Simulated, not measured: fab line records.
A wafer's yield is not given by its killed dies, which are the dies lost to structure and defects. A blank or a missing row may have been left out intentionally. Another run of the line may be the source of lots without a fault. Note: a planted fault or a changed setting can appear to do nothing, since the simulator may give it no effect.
Lot-split experiment    flow berkeley cmos170    route with 331 steps; 5 lots, 23 wafers read

== ABOUT THE SPLIT ==
At UCB170_M3_SPUTTER_01 (material Al, target thk 900 nm, time 120 s), the setting time s was moved away from the recipe's 120 s on 9 of the 23 wafers read, by -9.1% to +13.8%. The other wafers ran this setting at the recipe's value.

== FROM THE SPLIT TO THE READING: what the file shows between them, 4 steps ==
- UCB170_M3_RS_MEAS_02: measures by four-point-probe
- UCB170_M3_THK_MEAS_03: measures by xrf
- UCB170_M3_DEVELOP_14: develop time 45 s (also split here: develop time s)
- UCB170_M3_ETCH_17: etches BARC in N2/H2

== THE READING ==
oes product au, in a.u., at UCB170_M3_METAL_ETCH_18 (etches Al in Cl2/BCl3, stops on SiO2, target depth 1170 nm, time 195 s). Fault-free wafers of this fab line usually give 0.844 a.u., standard deviation 0.012 a.u.

wafer   tool, chamber at the split  time s as run, s  against the recipe  oes product au, a.u.  against lot-mates on the recipe
L075.1  pvd sputter-04, -           109.1             -9.1%               0.825                 -0.016
L075.2  pvd sputter-04, -           120               recipe              0.843                 -
L075.3  pvd sputter-04, -           120               recipe              0.839                 -
L075.4  pvd sputter-04, -           109.1             -9.1%               0.822                 -0.019
L075.5  pvd sputter-04, -           109.1             -9.1%               0.830                 -0.011
L076.1  pvd sputter-03, -           136.6             +13.8%              0.919                 +0.072
L076.3  pvd sputter-03, -           120               recipe              0.848                 -
L076.4  pvd sputter-03, -           136.6             +13.8%              0.914                 +0.067
L076.5  pvd sputter-03, -           136.6             +13.8%              0.913                 +0.066
L076.6  pvd sputter-03, -           120               recipe              0.847                 -
L080.1  pvd sputter-01, -           120               recipe              0.832                 -
L080.3  pvd sputter-01, -           120               recipe              0.844                 -
L080.4  pvd sputter-01, -           120               recipe              0.832                 -
L080.5  pvd sputter-01, -           120               recipe              0.843                 -
L080.6  pvd sputter-01, -           120               recipe              0.839                 -
L082.1  pvd sputter-03, -           120               recipe              0.858                 -
L082.2  pvd sputter-03, -           120               recipe              0.851                 -
L082.3  pvd sputter-03, -           110.4             -8.0%               0.819                 -0.036
L082.5  pvd sputter-03, -           110.4             -8.0%               0.814                 -0.041
L082.6  pvd sputter-03, -           110.4             -8.0%               0.826                 -0.029
L085.1  pvd sputter-04, -           120               recipe              0.841                 -
L085.3  pvd sputter-04, -           120               recipe              0.838                 -
L085.5  pvd sputter-04, -           120               recipe              0.822                 -

FIT RESULTS
A straight line over all 23 wafers: oes product au changes by +0.00403 a.u. for each +1% of time s; r = +0.92; the points scatter about the line by 0.012 a.u.
The same after taking each lot's own level away (the mean of its wafers on the recipe; 23 wafers): +0.00405 a.u. for each +1%; r = +0.95; scatter 0.0096 a.u.
That fit puts the effect of the largest move of time s on the reading at 0.056 a.u.
Measured against the standard deviation above, the lots' own levels, which go from 0.8337 to 0.8545 a.u., span 1.7 times it.
The two slopes are in agreement: the lot-to-lot level therefore moves the slope only a little.
Check: for one of the wafers moved furthest among these (+13.8%), held out of the fit, the line's prediction against its lot-mates is +0.0564 a.u. It came out at +0.0715 a.u. against them.

== ADDITIONAL SPLITS CARRIED BY THESE WAFERS ==
Note: prior to the reading, these wafers also went through further splits. Each is held against what the fit with the lots' levels taken away leaves over:
other split on the same wafers       wafers away from the commonest value  r with oes product au (lot level and that fit taken away)
UCB170_M1_SPUTTER_00 power w         6                                     +0.38
UCB170_V1_PEB_10 peb temp c          6                                     +0.00
UCB170_M2_PEB_13 peb temp c          5                                     +0.05
UCB170_V2_CVD_00 time s              4                                     -0.44
UCB170_M3_DEVELOP_14 develop time s  4                                     -0.07

== THE WHOLE CHAIN: every reading that the file lists as answering this split, in the file's order ==
step                     what it does                                                            reading                                                                      change (the file's fit)                    r (the file's)
UCB170_M3_SPUTTER_01     material Al, target thk 900 nm, time 120 s                              Al_of_M3_SPUTTER_01.thk nm (the simulator's own value, which no gauge read)  +9.21 nm for each +1% of the setting       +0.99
UCB170_M3_RS_MEAS_02     measures by four-point-probe                                            M3_AL_RS                                                                     -0.000314 for each +1% of the setting      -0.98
UCB170_M3_THK_MEAS_03    measures by xrf                                                         M3_AL_THK                                                                    +8.93 for each +1% of the setting          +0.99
UCB170_M3_METAL_ETCH_18  etches Al in Cl2/BCl3, stops on SiO2, target depth 1170 nm, time 195 s  oes product au                                                               +0.00403 a.u. for each +1% of the setting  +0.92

== THE FILE'S OWN FIT ==
oes product au changes by +0.00403 a.u. for each +1% of time s, r = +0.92.
